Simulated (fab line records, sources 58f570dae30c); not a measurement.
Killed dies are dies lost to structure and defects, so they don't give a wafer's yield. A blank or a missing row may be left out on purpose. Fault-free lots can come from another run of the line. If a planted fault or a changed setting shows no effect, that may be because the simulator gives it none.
Problem report, 8D (eight disciplines) form, completed by code    flow berkeley-cmos170    the parts of the form that need people (team, actions taken, sign-off) are left out

## 1. WHAT IS WRONG
Wafers free of any fault read 0.0486 ohm/sq (standard deviation 0.00053) for M1_AL_RS at UCB170_M1_RS_MEAS_01, against a mean of 0.0672 ohm/sq on 6 wafers of 2 lots. Relative to the usual mean, that is a shift of +35 standard deviations.
The step: measures by four-point-probe.
First observed at day 10 21:23: wafer L211.2, on film-metro-04. Wafers with a number at this step in the record: 42, from 14 lots. By rule, "out" or "out of limits" means more than 4 standard deviations away from the usual mean. Any other wafer with a number is counted as sound.

## 2. WHAT THIS IS AND IS NOT
question                     is                            is not
which readings at this step  M1_AL_RS                      -
which lots                   L211, L212                    L197, L198, L199, L200, L201, L202, L203, L204, L205, L206, L208, L217
which wafers of those lots   all that have a number        -
read on which gauges         film-metro-01, film-metro-04  film-metro-02
when                         from day 10 21:23             up to then (33 sound wafers); but 3 sound wafers of L217 came after

## 3. THE SUSPECTS, EACH WITH WHAT RULES IT OUT
Counting: any tool at a process step up to the reading is kept as a suspect provided that every lot that is out went through it and no sound lot did after the first of them.
- the gauge at UCB170_M1_RS_MEAS_01: ruled out. Those wafers that are out were read across 2 gauges (film-metro-01, film-metro-04).
- plasma-asher-04 at UCB170_CONTACT_STRIP_19 (strips in O2): kept. It processed each lot that is out, first L211 at day 10 20:50, and no sound lot thereafter; up to then, the last sound lot it processed was L205 at day 10 06:41.
- pvd-sputter-04 at UCB170_M1_SPUTTER_00 (material Al, target thk 600 nm, time 80 s): kept. It processed each lot that is out, first L211 at day 10 21:18, and no sound lot thereafter; up to then, the last sound lot it processed was L205 at day 10 07:04.
The count leaves pvd-sputter-04 at UCB170_M1_SPUTTER_00 and plasma-asher-04 at UCB170_CONTACT_STRIP_19.

## 4. THE CAUSE (what the simulator had put in)
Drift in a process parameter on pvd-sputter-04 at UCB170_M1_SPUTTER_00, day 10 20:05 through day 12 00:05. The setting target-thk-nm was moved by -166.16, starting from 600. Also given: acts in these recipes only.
After counting, 2 suspects remain, this tool included.

## 5. SEQUENCE OF EFFECTS, ordered by route
Rows list readings where the struck wafers' mean (over those with a number) sits beyond 3 standard deviations from the usual. Only readings whose record carries a usual standard deviation are examined. hours: median over the lots of the time between each lot's start at the first step of this table that gives one and its start at this step. sigmas: the change, counted in usual standard deviations.
hours  step                     reading         usual          on struck wafers  change   sigmas
0      UCB170_M1_RS_MEAS_01     M1_AL_RS        0.0486 ohm/sq  0.0672            +0.0186  +35
0      UCB170_M1_THK_MEAS_02    M1_AL_THK       597 nm         433               -164     -24
2      UCB170_M1_METAL_ETCH_12  oes-product-au  0.853 a.u.     0.720             -0.133   -9.5
The process steps in it:
- UCB170_M1_METAL_ETCH_12: etches Al in Cl2/BCl3, stops on PSG, target depth 780 nm, time 135.1 s.

## 6. WHAT WOULD HAVE CAUGHT IT SOONER
In this record the first reading out of limits at a measuring or inspecting step was taken at day 10 21:23, 1 hour after the fault began at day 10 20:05.
Tool readings at UCB170_M1_SPUTTER_00 with a usual standard deviation given in the record: none out on any struck wafer, hence no alarm at a limit of 4 standard deviations on them.
Of the lots that are out (2), L212 began UCB170_M1_SPUTTER_00 on pvd-sputter-04 after day 10 21:23. Putting the tool on hold at that point would have spared it.
